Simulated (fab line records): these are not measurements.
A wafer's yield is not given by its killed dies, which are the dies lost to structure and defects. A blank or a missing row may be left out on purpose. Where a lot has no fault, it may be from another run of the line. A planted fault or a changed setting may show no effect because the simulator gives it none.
Which tool is to blame? | flow berkeley cmos170 | Sampling: 15 lots, 45 wafers, 2 of 331 route steps

## WHAT THE GAUGES SHOWED, per wafer
UCB170_PWELL_OVL_MEAS_13. Usual: PWELL_OVL typically reads 3 nm, with standard deviation 6.1.
lot  | measured    | on         | PWELL_OVL (nm) | flag
L517 | day 3 06:19 | overlay-02 | 4 6 6          |
L518 | day 3 13:55 | overlay-01 | -1 1 -6        |
L519 | day 3 21:16 | overlay-02 | 8 14 2         |
L520 | day 3 21:48 | overlay-02 | -1 -2 0        |
L521 | day 4 09:14 | overlay-01 | -1 1 2         |
L523 | day 4 13:36 | overlay-02 | 14 1 10        |
L522 | day 4 13:52 | overlay-01 | 2 4 -1         |
L527 | day 5 06:05 | overlay-01 | 11 15 3        |
L529 | day 5 16:59 | overlay-01 | -12 -7 -7      |
L530 | day 6 02:35 | overlay-01 | 1 5 8          |
L532 | day 6 14:08 | overlay-02 | 6 9 10         |
L534 | day 7 00:20 | overlay-02 | -2 2 2         |
L535 | day 7 00:25 | overlay-01 | 5 12 5         |
L538 | day 7 16:27 | overlay-02 | -3 7 6         |
L539 | day 8 06:11 | overlay-01 | 1 -3 1         |

UCB170_ACTIVE_CD_MEAS_13: the cd target is 1200 nm. Usual: cd nm reads 1200.1 nm (standard deviation 1.6).
lot  | measured    | on        | cd nm (nm)           | flag
L517 | day 4 15:16 | cd sem-02 | 1200.2 1198.7 1199.6 |
L518 | day 4 22:26 | cd sem-02 | 1199.2 1199.1 1199.1 |
L519 | day 5 03:15 | cd sem-02 | 1196.6 1196.4 1196.1 |
L520 | day 5 03:12 | cd sem-01 | 1199.0 1199.7 1198.9 |
L521 | day 5 16:50 | cd sem-01 | 1199.8 1199.5 1199.7 |
L523 | day 6 01:56 | cd sem-01 | 1200.2 1200.6 1201.7 |
L522 | day 6 00:59 | cd sem-01 | 1201.8 1202.1 1201.1 |
L527 | day 6 17:53 | cd sem-01 | 1200.4 1199.9 1201.8 |
L529 | day 7 03:04 | cd sem-02 | 1199.6 1200.2 1199.1 |
L530 | day 7 17:56 | cd sem-02 | 1199.1 1200.2 1200.4 |
L532 | day 8 14:47 | cd sem-02 | 1204.3 1202.5 1200.1 |
L534 | day 9 01:07 | cd sem-02 | 1200.9 1201.7 1201.8 |
L535 | day 9 01:08 | cd sem-01 | 1202.6 1203.5 1201.8 |
L538 | day 9 14:29 | cd sem-02 | 1196.5 1197.1 1197.9 |
L539 | day 9 22:00 | cd sem-01 | 1201.4 1201.4 1201.3 |

## WHICH TOOL RAN EACH LOT (tool, then ch and the chambers of the sampled wafers, then the start)
The record shows no process step preceding these readings.

## WHAT THE TOOLS THEMSELVES READ (means of the sampled wafers that have a number; where no wafer has one, the mark that the record gives instead)
The record holds no such reading with a usual standard deviation.

## THE ANSWER, worked out from the rows above alone
Rule: a lot is off if the mean of its wafers that have a number lies more than 3 standard deviations from the usual mean. A lot without any number at a reading at which 4 lots or more have one is off too. All remaining lots with rows at the step are treated as sound. After the gauges, taken in route order, come the tools' own readings; for these a lot's mean is taken, as printed above. The first step at which some lot is off is used, and at that step the reading that is off furthest; a lot without a number counts as furthest.
No lot is off on any of the readings shown, so nothing can be concluded from this.

## WHAT THE SIMULATOR PUT IN
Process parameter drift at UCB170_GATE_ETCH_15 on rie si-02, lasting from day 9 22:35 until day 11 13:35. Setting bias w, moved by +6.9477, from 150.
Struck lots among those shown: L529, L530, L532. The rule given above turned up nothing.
